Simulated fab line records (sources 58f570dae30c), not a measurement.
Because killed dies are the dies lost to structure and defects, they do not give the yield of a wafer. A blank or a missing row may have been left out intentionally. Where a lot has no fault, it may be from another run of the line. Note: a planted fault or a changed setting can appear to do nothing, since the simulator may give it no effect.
Matching of chambers || flow berkeley-cmos170 || UCB170_GATE_ETCH_15 on rie-si-02: 4 sister chambers
The step etches poly-Si in HBr/Cl2, stops on SiO2, time 56.3 s, target depth 278.2 nm. 8 wafers are shown with their chamber, then 12 later ones without.

## WAFERS WITH THEIR CHAMBER
{"wafer": "L085.5", "chamber": 3, "throttle-valve-pct (%)": 26.43, "oes-product-au (a.u.)": 0.832}
{"wafer": "L084.2", "chamber": 2, "throttle-valve-pct (%)": 26.34, "oes-product-au (a.u.)": 0.852}
{"wafer": "L088.1", "chamber": 2, "throttle-valve-pct (%)": 26.33, "oes-product-au (a.u.)": 0.848}
{"wafer": "L088.3", "chamber": 3, "throttle-valve-pct (%)": 26.39, "oes-product-au (a.u.)": 0.832}
{"wafer": "L088.5", "chamber": 1, "throttle-valve-pct (%)": 26.36, "oes-product-au (a.u.)": 0.854}
{"wafer": "L090.3", "chamber": 0, "throttle-valve-pct (%)": 26.10, "oes-product-au (a.u.)": 0.850}
{"wafer": "L090.5", "chamber": 1, "throttle-valve-pct (%)": 26.40, "oes-product-au (a.u.)": 0.848}
{"wafer": "L090.6", "chamber": 0, "throttle-valve-pct (%)": 26.10, "oes-product-au (a.u.)": 0.853}

## WAFERS WHOSE CHAMBER IS MISSING
{"wafer": "L093.1", "throttle-valve-pct (%)": 26.40, "oes-product-au (a.u.)": 0.834}
{"wafer": "L093.3", "throttle-valve-pct (%)": 26.09, "oes-product-au (a.u.)": 0.864}
{"wafer": "L093.5", "throttle-valve-pct (%)": 26.40, "oes-product-au (a.u.)": 0.838}
{"wafer": "L094.1", "throttle-valve-pct (%)": 26.09, "oes-product-au (a.u.)": 0.856}
{"wafer": "L094.2", "throttle-valve-pct (%)": 26.31, "oes-product-au (a.u.)": 0.855}
{"wafer": "L094.3", "throttle-valve-pct (%)": 26.41, "oes-product-au (a.u.)": 0.826}
{"wafer": "L094.4", "throttle-valve-pct (%)": 26.38, "oes-product-au (a.u.)": 0.853}
{"wafer": "L094.5", "throttle-valve-pct (%)": 26.10, "oes-product-au (a.u.)": 0.871}
{"wafer": "L094.6", "throttle-valve-pct (%)": 26.36, "oes-product-au (a.u.)": 0.850}
{"wafer": "L096.2", "throttle-valve-pct (%)": 26.09, "oes-product-au (a.u.)": 0.862}
{"wafer": "L096.3", "throttle-valve-pct (%)": 26.32, "oes-product-au (a.u.)": 0.853}
{"wafer": "L096.4", "throttle-valve-pct (%)": 26.41, "oes-product-au (a.u.)": 0.825}

## CHAMBER TAKEN BY EACH
{"wafer": "L093.1", "from the rows above": 3, "in truth": 3}
{"wafer": "L093.3", "from the rows above": 0, "in truth": 0}
{"wafer": "L093.5", "from the rows above": 3, "in truth": 3}
{"wafer": "L094.1", "from the rows above": 0, "in truth": 0}
{"wafer": "L094.2", "from the rows above": "can't be placed: 2 or 1", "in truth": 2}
{"wafer": "L094.3", "from the rows above": 3, "in truth": 3}
{"wafer": "L094.4", "from the rows above": "can't be placed: 1 or 2", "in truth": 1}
{"wafer": "L094.5", "from the rows above": 0, "in truth": 0}
{"wafer": "L094.6", "from the rows above": "can't be placed: 1 or 2", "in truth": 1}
{"wafer": "L096.2", "from the rows above": 0, "in truth": 0}
{"wafer": "L096.3", "from the rows above": "can't be placed: 2 or 1", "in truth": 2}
{"wafer": "L096.4", "from the rows above": 3, "in truth": 3}
Correctly placed: 8 of 12. Cannot be placed on the basis of these rows: 4; the candidates contain the true chamber in 4. Wrongly placed: 0.
How it was worked out, from the rows above alone: a wafer's distance from a chamber is the root of the sum, over the readings, of the square of ((its reading less the chamber's mean) divided by the reading's scatter). The wafer belongs to the nearest chamber; if the next one is less than 2 further off, it can't be placed. The mean given for a chamber averages the wafers shown for that chamber. How the scatter is found: for the shown wafers, subtract from each reading the mean of its chamber, square and add these, divide the total by (wafers less chambers), then take the root.
